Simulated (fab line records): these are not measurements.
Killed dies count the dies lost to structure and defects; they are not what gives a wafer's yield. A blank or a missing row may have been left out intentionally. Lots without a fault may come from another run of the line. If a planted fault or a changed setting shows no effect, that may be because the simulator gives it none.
fab line records -- flow rit_cmos
[record] lots = 7, wafers = 21, last_day = 7
route steps=202 shown ACTIVE@3
lots that met no fault: from a run of the same line without faults
start_h: start of the lot's first displayed wafer, in hours after the record's first day -- wait_h: hours since the lot's step before -- " identical to the entry in the row above -- L1.1+2: a single row standing in for several wafers -- - no value, or no start was given -- * or withheld: withheld -- < > ~ a bound
route shown NAME@n: names a module that has steps shown in the file, with the first one's number in the route -- usual: average and standard deviation across the fault-free wafers -- same: alike in all rows -- chamber/n: place in a boat -- sites: readings site by site -- _std_site: their standard deviation -- _edge_site: outer sites' mean less inner sites' -- radius_mm: how far each site lies from the wafer's centre -- mask NAME#n: copy n -- behind: the most recent tool/chamber to have shaped the wafer -- hold: what put the lot on hold/how long, in hours/how the hold closed -- device: whichever transistor did not switch (one of n, p or np) -- end of line: tests of these same wafers at the route's end -- for a step that has no rows: nothing shown but its recipe -- killed: not the wafer's yield, but the dies lost to structure and defects at the first sort -- map: shows each die of a wafer: x if killed, . if not, _ if none is there
set.NAME: the setting as run; set.NAME@STEP: as run at that earlier step -- model.NAME: the simulator's own value behind a step, which no gauge read
lots seen at some steps along the route; tables by step, rows by wafer
services: from which hour (start_h, from the record's first day; less than 0 if before it) a tool's chamber was out of use, for how many hours, and why
[[steps]]
[step RIT_ACTIVE_THK_MEAS_02]
[recipe] reads = SiO2_of_ACTIVE_OXIDATION_01
[usual] ACTIVE_OXIDE_THK = 46.9/1.2
lot.wafer,tool,chamber,start_h,wait_h,ACTIVE_OXIDE_THK[nm]
L841.3,film_metro-01,-,52.07,0.0,46.7
L841.4,film_metro-01,-,52.07,0.0,47.6
L841.6,film_metro-01,-,52.07,0.0,46.6
L842.1,film_metro-01,-,57.05,0.0,48.5
L842.3,film_metro-01,-,57.05,0.0,48.4
L842.6,film_metro-01,-,57.05,0.0,48.9
L851.2,film_metro-04,-,102.51,0.0,46.6
L851.5,film_metro-04,-,102.51,0.0,46.5
L851.6,film_metro-04,-,102.51,0.0,46.9
L852.2,film_metro-01,-,107.25,0.0,46.7
L852.3,film_metro-01,-,107.25,0.0,47.2
L852.4,film_metro-01,-,107.25,0.0,46.6
L853.2,film_metro-01,-,113.77,0.0,49.2
L853.3,film_metro-01,-,113.77,0.0,49.2
L853.4,film_metro-01,-,113.77,0.0,50.0
L854.1,film_metro-04,-,118.19,0.0,47.1
L854.2,film_metro-04,-,118.19,0.0,46.7
L854.6,film_metro-04,-,118.19,0.0,46.5
L855.2,film_metro-04,-,123.03,0.0,47.1
L855.4,film_metro-04,-,123.03,0.0,47.0
L855.6,film_metro-04,-,123.03,0.0,47.2
[step RIT_ACTIVE_CVD_03]
[recipe] material = Si3N4, target_thk_nm = 150, temp_c = 810, precursor = SiH2Cl2/NH3, time_s = 1500, pressure_mtorr = 300, sih2cl2_flow_sccm = 60, nh3_flow_sccm = 150
[step RIT_ACTIVE_THK_MEAS_04]
[recipe] reads = Si3N4_of_ACTIVE_CVD_03
[usual] ACTIVE_NITRIDE_THK = 149.9/1.4
lot.wafer,tool,chamber,start_h,wait_h,ACTIVE_NITRIDE_THK[nm]
L841.3,film_metro-03,-,56.36,0.0,148.4
L841.4,film_metro-03,-,56.36,0.0,148.0
L841.6,film_metro-03,-,56.36,0.0,148.2
L842.1,film_metro-03,-,58.53,0.0,150.4
L842.3,film_metro-03,-,58.53,0.0,149.8
L842.6,film_metro-03,-,58.53,0.0,147.9
L851.2,film_metro-03,-,103.98,0.0,150.4
L851.5,film_metro-03,-,103.98,0.0,149.9
L851.6,film_metro-03,-,103.98,0.0,150.6
L852.2,film_metro-03,-,108.73,0.0,150.1
L852.3,film_metro-03,-,108.73,0.0,150.4
L852.4,film_metro-03,-,108.73,0.0,151.5
L853.2,film_metro-03,-,115.25,0.0,148.9
L853.3,film_metro-03,-,115.25,0.0,151.7
L853.4,film_metro-03,-,115.25,0.0,149.4
L854.1,film_metro-04,-,119.67,0.0,149.5
L854.2,film_metro-04,-,119.67,0.0,149.6
L854.6,film_metro-04,-,119.67,0.0,149.8
L855.2,film_metro-01,-,125.21,0.0,150.8
L855.4,film_metro-01,-,125.21,0.0,150.1
L855.6,film_metro-01,-,125.21,0.0,150.1
[step RIT_ACTIVE_HMDS_05]
[recipe] prime_time_s = 60, prime_temp_c = 140
[step RIT_ACTIVE_COAT_06]
[recipe] resist = NOVOLAK, spin_rpm = 3250, resist_thk_nm = 1000
[step RIT_ACTIVE_SOFTBAKE_07]
[recipe] resist = NOVOLAK, temp_c = 90, time_s = 60
[step RIT_ACTIVE_EXPOSE_08]
[recipe] mask_id = M1, na = 0.6, source_shape = conventional, sigma_outer = 0.6, target_cd_nm = 1400, dose_mj = 225
[step RIT_ACTIVE_PEB_09]
[recipe] resist = NOVOLAK, temp_c = withheld, time_s = withheld
[step RIT_ACTIVE_DEVELOP_10]
[recipe] resist = NOVOLAK, develop_time_s = 50, dev_temp_c = 23
[step RIT_ACTIVE_CD_MEAS_11]
[recipe] target_cd_nm = 1400
[usual] cd_nm = 1399.9/2.2
lot.wafer,tool,chamber,start_h,wait_h,cd_nm
L841.3,cd_sem-01,-,57.29,-,1396.2
L841.4,cd_sem-01,-,57.29,-,1399.2
L841.6,cd_sem-01,-,57.29,-,1394.7
L842.1,cd_sem-01,-,59.44,-,1398.8
L842.3,cd_sem-01,-,59.44,-,1399.8
L842.6,cd_sem-01,-,59.44,-,1399.8
L851.2,cd_sem-01,-,105.12,-,1398.9
L851.5,cd_sem-01,-,105.12,-,1399.0
L851.6,cd_sem-01,-,105.12,-,1398.2
L852.2,cd_sem-01,-,109.77,-,1402.0
L852.3,cd_sem-01,-,109.77,-,1401.2
L852.4,cd_sem-01,-,109.77,-,1402.5
L853.2,cd_sem-01,-,116.30,-,1397.0
L853.3,cd_sem-01,-,116.30,-,1396.7
L853.4,cd_sem-01,-,116.30,-,1397.4
L854.1,cd_sem-02,-,120.58,-,1398.4
L854.2,cd_sem-02,-,120.58,-,1399.0
L854.6,cd_sem-02,-,120.58,-,1400.0
L855.2,cd_sem-01,-,126.26,-,1402.1
L855.4,cd_sem-01,-,126.26,-,1401.6
L855.6,cd_sem-01,-,126.26,-,1401.5
[step RIT_ACTIVE_HARDBAKE_12]
[recipe] resist = NOVOLAK, temp_c = 139.1, time_s = 60
[step RIT_ACTIVE_ETCH_13]
[recipe] stop_on = SiO2, chemistry = SF6, target = Si3N4, time_s = 210, over_etch_frac = 0.4, SF6_flow_sccm = 200, pressure_mtorr = 260, rf_w = 125, target_depth_a = 2100
[usual] drypump_motor_current_A = 6.0/0.46, oes_product_au = 0.824/0.011, throttle_valve_pct = 7.48/0.13
[same] over_etch_frac = 0.4
lot.wafer,tool,chamber,start_h,wait_h,drypump_motor_current_A,oes_product_au,rf_hours_counter_h,throttle_valve_pct
L841.3,rie_diel-02,1,57.52,0.1,6.2,0.835,21,7.39
L841.4,rie_diel-02,2,57.52,0.1,6.5,0.813,8,7.46
L841.6,rie_diel-02,2,57.52,0.1,6.5,0.812,-,7.46
L842.1,rie_diel-02,3,59.71,0.1,6.6,0.824,5,7.55
L842.3,rie_diel-02,1,59.71,0.1,6.2,0.838,21,7.39
L842.6,rie_diel-02,2,59.71,0.1,6.5,0.806,-,7.46
L851.2,rie_diel-02,2,105.37,0.1,6.5,0.829,9,7.46
L851.5,rie_diel-02,3,105.37,0.1,6.5,0.826,-,7.55
L851.6,rie_diel-02,2,105.37,0.1,6.5,0.822,-,7.46
L852.2,rie_diel-04,3,110.02,0.1,6.1,0.838,53,7.59
L852.3,rie_diel-04,2,110.02,0.1,6.3,0.817,5,7.73
L852.4,rie_diel-04,1,110.02,0.1,5.9,0.823,0,7.54
L853.2,rie_diel-03,1,116.55,0.1,5.8,0.809,145,7.29
L853.3,rie_diel-03,2,116.55,0.1,5.1,0.831,1,7.26
L853.4,rie_diel-03,2,116.55,0.1,5.1,0.829,-,7.25
L854.1,rie_diel-04,2,120.85,0.1,6.4,0.813,5,7.72
L854.2,rie_diel-04,1,120.85,0.1,5.9,0.825,1,7.54
L854.6,rie_diel-04,1,120.85,0.1,5.9,0.825,-,7.53
L855.2,rie_diel-04,2,126.51,0.1,6.3,0.813,5,7.72
L855.4,rie_diel-04,0,126.51,0.1,5.5,0.823,4,7.40
L855.6,rie_diel-04,0,126.51,0.1,5.5,0.817,-,7.39
[step RIT_ACTIVE_STRIP_14]
[recipe] chemistry = O2, time_s = 180, resist = NOVOLAK, platen_temp_c = withheld, power_w = 500, pressure_mtorr = 4000, o2_flow_sccm = 4000
[usual] chamber_pressure_mTorr = 4000/3.6, drypump_motor_current_A = 5.8/0.49
lot.wafer,tool,chamber,start_h,wait_h,chamber_pressure_mTorr,drypump_motor_current_A,rf_hours_counter_h,model.NOVOLAK_of_ACTIVE_COAT_06.thk_nm
L841.3,plasma_asher-03,0,57.71,0.1,4002,5.7,-,0
L841.4,plasma_asher-03,1,57.71,0.1,3998,5.1,-,0
L841.6,plasma_asher-03,1,57.71,0.1,3995,5.1,-,0
L842.1,plasma_asher-01,0,59.84,0.1,4001,5.8,46,0
L842.3,plasma_asher-01,1,59.84,0.1,3998,6.3,-,0
L842.6,plasma_asher-01,1,59.84,0.1,3997,6.3,-,0
L851.2,plasma_asher-03,0,105.50,0.1,4006,5.8,37,0
L851.5,plasma_asher-03,0,105.50,0.1,4008,5.8,-,0
L851.6,plasma_asher-03,1,105.50,0.1,3997,5.1,-,0
L852.2,plasma_asher-01,0,110.16,0.1,-,-,-,649.7
L852.3,plasma_asher-01,0,110.16,0.1,-,-,-,662.6
L852.4,plasma_asher-01,1,110.16,0.1,-,-,-,659.8
L853.2,plasma_asher-01,1,116.68,0.1,-,-,-,658.3
L853.3,plasma_asher-01,1,116.68,0.1,-,-,-,662.1
L853.4,plasma_asher-01,0,116.68,0.1,-,-,-,663
L854.1,plasma_asher-01,0,120.98,0.1,-,-,-,664
L854.2,plasma_asher-01,1,120.98,0.1,-,-,-,661.4
L854.6,plasma_asher-01,0,120.98,0.1,-,-,-,665.7
L855.2,plasma_asher-03,1,126.64,0.1,4002,5.1,39,0
L855.4,plasma_asher-03,0,126.64,0.1,4003,5.7,-,0
L855.6,plasma_asher-03,0,126.64,0.1,3996,5.8,-,0
[step RIT_ACTIVE_CD_MEAS_90]
[recipe] target_cd_nm = 1400
[usual] cd_nm = 1399.9/2.2
lot.wafer,tool,chamber,start_h,wait_h,cd_nm
L841.3,cd_sem-01,-,57.87,0.1,1396.5
L841.4,cd_sem-01,-,57.87,0.1,1399.1
L841.6,cd_sem-01,-,57.87,0.1,1394.8
L842.1,cd_sem-02,-,60.02,0.1,1398.8
L842.3,cd_sem-02,-,60.02,0.1,1399.3
L842.6,cd_sem-02,-,60.02,0.1,1399.8
L851.2,cd_sem-02,-,105.70,0.1,1398.6
L851.5,cd_sem-02,-,105.70,0.1,1398.9
L851.6,cd_sem-02,-,105.70,0.1,1397.7
L852.2,cd_sem-02,-,110.35,0.1,1401.7
L852.3,cd_sem-02,-,110.35,0.1,1400.6
L852.4,cd_sem-02,-,110.35,0.1,1402.3
L853.2,cd_sem-02,-,116.87,0.1,1396.9
L853.3,cd_sem-02,-,116.87,0.1,1396.7
L853.4,cd_sem-02,-,116.87,0.1,1397.7
L854.1,cd_sem-01,-,121.16,0.1,1398.8
L854.2,cd_sem-01,-,121.16,0.1,1399.5
L854.6,cd_sem-01,-,121.16,0.1,1400.4
L855.2,cd_sem-02,-,126.84,0.1,1402.0
L855.4,cd_sem-02,-,126.84,0.1,1401.6
L855.6,cd_sem-02,-,126.84,0.1,1401.5
[[services]]
tool,chamber,start_h,hours,kind
rie_diel-02,1,36.91,5.5,repair
rie_diel-02,0,38.50,2.1,repair
rie_diel-03,2,39.61,-,clean
rie_diel-03,2,39.61,23.6,scheduled_down
rie_diel-03,2,39.61,23.6,vent_cycle
rie_diel-04,-,67.33,4.4,repair
rie_diel-04,1,74.43,-,clean
rie_diel-04,1,74.43,15.8,scheduled_down
rie_diel-04,1,74.43,15.8,vent_cycle
rie_diel-03,3,97.68,2.4,repair
rie_diel-03,3,110.18,6.8,repair
rie_diel-02,1,120.10,5.9,repair
rie_diel-03,-,125.75,2.8,pm
[[key]]
[first_sign] step = RIT_ACTIVE_STRIP_14, reading = tool_record, direction = missing
effect none on later readings
[model_effect] step = RIT_ACTIVE_STRIP_14, value = NOVOLAK_of_ACTIVE_COAT_06.thk_nm, without = 0, struck = 660.7
met_at RIT_ACTIVE_STRIP_14
struck_wafers L852.2,L852.3,L852.4,L853.2,L853.3,L853.4,L854.1,L854.2,L854.6
later_rows_left_out L852.2,L852.3,L852.4,L853.2,L853.3,L853.4,L854.1,L854.2,L854.6
sort_left_out L852.2,L852.3,L852.4,L853.2,L853.3,L853.4,L854.1,L854.2,L854.6
tester_left_out L852,L853,L854
onset_between 59.84 110.16
[fault] kind = skipped_step_whole, tool = plasma_asher-01, chamber = -, onset_h = 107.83, steps = RIT_ACTIVE_STRIP_14, scope = struck_lots_only
// tester_left_out: of these lots the tester's yield and bins aren't shown, on N5 and GAA mostly nor the transistor test; their killed dies are dies lost to structure and defects alone, not to doping, threshold or leakage, so they don't give the yield
// sort_left_out: the simulated sort isn't trusted on such a fault, so these wafers' sort isn't shown, and their yield isn't known
// later_rows_left_out: the simulator's readings of these wafers behind a module that went badly wrong aren't trusted and aren't shown, but for the sort
